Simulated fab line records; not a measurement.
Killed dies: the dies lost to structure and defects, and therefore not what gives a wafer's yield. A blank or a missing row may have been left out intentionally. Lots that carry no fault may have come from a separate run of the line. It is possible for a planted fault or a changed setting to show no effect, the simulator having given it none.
Which tool is to blame?    flow berkeleyCmos170    Sampling: 7 lots, 21 wafers, 2 of 331 route steps

WHAT THE GAUGES SHOWED, per wafer
UCB170_NWELL_TW_MEAS_16.
lot   measured     on            NWELL_TW
L745  day 3 05:26  filmMetro-03  1242 1237 1246
L747  day 4 07:02  filmMetro-01  1238 1237 1238
L750  day 4 12:44  filmMetro-01  1243 1234 1246
L751  day 4 22:08  filmMetro-02  1244 1250 1253
L757  day 6 02:20  filmMetro-03  417 431 409
L761  day 6 19:15  filmMetro-03  1236 1238 1241
L764  day 7 06:46  filmMetro-02  1253 1253 1250

WHICH TOOL RAN EACH LOT (tool, then ch and the chambers of the sampled wafers, then the start)
lot   UCB170_NWELL_DEVELOP_11
L745  lithoTrack-04 ch 0, day 3 04:00
L747  lithoTrack-02 ch 0, day 4 06:00
L750  lithoTrack-04 ch 0, day 4 12:00
L751  lithoTrack-02 ch 0, day 4 21:00
L757  lithoTrack-04 ch 0, day 6 01:00
L761  lithoTrack-01 ch 0, day 6 18:00
L764  lithoTrack-01 ch 0, day 7 06:00
- UCB170_NWELL_DEVELOP_11: develop time 45 s.

THE ANSWER, worked out from the rows above alone
Rule: the usual values come from the lots themselves. The widest of any qualifying gaps counts: lots, ordered by their means at a reading, are off when they make up no more than a third of the lots, leave a main group of 4 or more, and stand apart from it by 3 or more times the standard deviation of that group's means. A main group is skipped when, at the precision printed for the reading in the tables above, its means are all equal. Also off: a lot with no number at a reading for which 4 or more lots have one. All remaining lots with rows at the step are treated as sound.
Off: at UCB170_NWELL_TW_MEAS_16 (NWELL_TW), L757. For the main group the mean is 1243 and the standard deviation 5.4.
If a tool, at a process step before that reading, ran all the lots that are off and no sound lot after the first of them, it fits. Gauges at UCB170_NWELL_TW_MEAS_16: tried the same way as those tools. One fits: UCB170_NWELL_DEVELOP_11 on lithoTrack-04. Its last sound lot is L750 (day 4 12:00), its first lot that is off L757 (day 6 01:00): a fault that began between those two fits.

WHAT THE SIMULATOR HAD PUT IN
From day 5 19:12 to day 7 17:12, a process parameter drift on lithoTrack-04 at UCB170_NWELL_DEVELOP_11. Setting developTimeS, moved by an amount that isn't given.
Lots struck among those shown: L757. The same result came from the rule above.
